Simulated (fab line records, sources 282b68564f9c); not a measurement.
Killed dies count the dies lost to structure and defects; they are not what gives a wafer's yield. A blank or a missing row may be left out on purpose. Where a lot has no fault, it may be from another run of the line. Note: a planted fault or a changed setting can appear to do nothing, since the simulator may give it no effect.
Code-filled problem report in 8D (eight disciplines) form | flow rit-cmos | the parts of the form that need people (team, actions taken, sign-off) are left out

## 1. WHAT IS WRONG
Wafers free of any fault read 25.5 nm (standard deviation 0.48) for REOX_OXIDE_THK at RIT_REOX_THK_MEAS_04, against a mean of 9.0 nm on 9 wafers of 3 lots. That is -34 standard deviations from the usual mean.
First seen on wafer L418.3, day 3 06:45, on film-metro-03. The record has a number at this step for 45 wafers belonging to 15 lots. Rule for "out" (also "out of limits"): further than 4 standard deviations from the usual mean. All remaining wafers that have a number are taken as sound.

## 2. WHAT IT IS AND WHAT IT IS NOT
question                    | is                           | is not
which readings at this step | REOX_OXIDE_THK               | -
which lots                  | L418, L419, L423             | L416, L417, L420, L428, L429, L431, L432, L433, L435, L437, L438, L439
which wafers of those lots  | all that have a number       | -
read on which gauges        | film-metro-01, film-metro-03 | film-metro-04
when                        | from day 3 06:45             | up to then (6 sound wafers); but 30 sound wafers of L420, L428, L429, L431, L432, L433, L435, L437, L438, L439 came after

## 3. WHAT RULES OUT EACH SUSPECT
Counting: a tool stays on the suspect list if, at a process step up to the reading, it processed all lots that are out and no sound lot following the first of them.
- ruled out: the gauge at RIT_REOX_THK_MEAS_04. 2 gauges (film-metro-01, film-metro-03) read the wafers that are out.
- furnace-03 at RIT_REOX_OXIDATION_03 (target thk 25.2 nm, ox time 5580 s): ruled out as a lasting fault. Following L418 (day 3 04:11), the first lot on it that is out, the sound lots L437 were run on it.
Left after counting: nothing in the record.

## 4. THE CAUSE (what the simulator had put in)
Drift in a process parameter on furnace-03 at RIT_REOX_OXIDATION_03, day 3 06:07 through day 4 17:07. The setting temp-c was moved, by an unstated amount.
Counting ruled it out, wrongly: the rule takes a fault to strike every lot that its tool runs from its start on, and this one did not.

## 5. SEQUENCE OF EFFECTS, ordered by route
One row per reading whose mean, taken over the struck wafers that have a number, lies over 3 standard deviations from the usual. Scope: only readings with a usual standard deviation given in the record; hours: median across lots of the time from each lot's start at the first step in this table that gives one to its start at this step; sigmas: change in usual standard deviations.
hours | step                  | reading                | usual   | on struck wafers | change | sigmas
0     | RIT_REOX_OXIDATION_03 | spike-tc-centre-C      | 902.4 C | 812.8            | -89.6  | -64
0     | RIT_REOX_OXIDATION_03 | spike-tc-load-C        | 926.9 C | 832.9            | -94.0  | -47
0     | RIT_REOX_OXIDATION_03 | spike-tc-source-C      | 928.4 C | 835.5            | -92.9  | -58
0     | RIT_REOX_OXIDATION_03 | tube-center-temp-C     | 900 C   | 810              | -90    | -99 or more
0     | RIT_REOX_OXIDATION_03 | tube_center_temp_C_max | 902.4   | 812.0            | -90.4  | -99 or more
0     | RIT_REOX_OXIDATION_03 | zone-power-load-pct    | 25.2 %  | 18.7             | -6.5   | -5.4
0     | RIT_REOX_OXIDATION_03 | zone-power-source-pct  | 26.7 %  | 20.7             | -6.0   | -4.6
3     | RIT_REOX_THK_MEAS_04  | REOX_OXIDE_THK         | 25.5 nm | 9.0              | -16.5  | -34
Process steps it contains:
- RIT_REOX_OXIDATION_03: target thk 25.2 nm, ox time 5580 s.

## 6. WHAT WOULD HAVE CAUGHT IT SOONER
In this record the first reading out of limits at a measuring or inspecting step was taken at day 3 06:45, 1 hour after the fault began at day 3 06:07.
Tool's own readings at RIT_REOX_OXIDATION_03, spike-tc-centre-C, spike-tc-load-C, spike-tc-source-C, tube-center-temp-C, tube_center_temp_C_max, zone-power-load-pct, zone-power-source-pct: out on all struck wafers the step has rows for; an alarm limit on them would have tripped on the first.
